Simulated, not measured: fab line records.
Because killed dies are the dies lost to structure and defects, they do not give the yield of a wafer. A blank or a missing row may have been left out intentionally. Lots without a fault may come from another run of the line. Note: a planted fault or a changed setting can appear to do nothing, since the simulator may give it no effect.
Matching of chambers / flow rit_cmos / rie_si-02 running RIT_GATE_ETCH_19: 4 sister chambers
The step etches poly-Si in SF6/CHF3/O2, stops on SiO2, time 165 s, target depth 312.5 nm. 4 wafers are shown with their chamber, then 8 later ones without.

== EACH WAFER AND ITS CHAMBER ==
wafer=L709.4; chamber=3; drypump_motor_current_A (A)=5.8
wafer=L721.2; chamber=1; drypump_motor_current_A (A)=5.7
wafer=L721.6; chamber=0; drypump_motor_current_A (A)=5.0
wafer=L723.1; chamber=2; drypump_motor_current_A (A)=6.0

== WAFERS WHOSE CHAMBER IS MISSING ==
wafer=L723.2; drypump_motor_current_A (A)=5.7
wafer=L723.6; drypump_motor_current_A (A)=5.7
wafer=L725.2; drypump_motor_current_A (A)=5.7
wafer=L725.3; drypump_motor_current_A (A)=5.8
wafer=L725.4; drypump_motor_current_A (A)=5.9
wafer=L727.3; drypump_motor_current_A (A)=5.9
wafer=L727.4; drypump_motor_current_A (A)=5.9
wafer=L727.6; drypump_motor_current_A (A)=5.8

== EACH ONE'S CHAMBER ==
wafer=L723.2; from the rows above=can't be placed: 1 or 3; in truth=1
wafer=L723.6; from the rows above=can't be placed: 1 or 3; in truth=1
wafer=L725.2; from the rows above=can't be placed: 1 or 3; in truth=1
wafer=L725.3; from the rows above=can't be placed: 3 or 1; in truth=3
wafer=L725.4; from the rows above=can't be placed: 2 or 3 or 1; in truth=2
wafer=L727.3; from the rows above=can't be placed: 2 or 3 or 1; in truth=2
wafer=L727.4; from the rows above=can't be placed: 2 or 3 or 1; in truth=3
wafer=L727.6; from the rows above=can't be placed: 3 or 1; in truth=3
Correctly placed: 0 of 8. Not placeable from these rows: 8 (in 8, the candidates include the true chamber). 0 placed wrongly.
How it was worked out, from the rows above alone: a wafer's distance from a chamber is the root of the sum, over the readings, of the square of ((its reading less the chamber's mean) divided by the reading's scatter). The wafer belongs to the nearest chamber; if the next one is less than 2 further off, it can't be placed. The mean given for a chamber averages the wafers shown for that chamber. The scatter: with one shown wafer a chamber, the root of the mean of the squares of how far each hidden wafer lies from its nearest shown one.
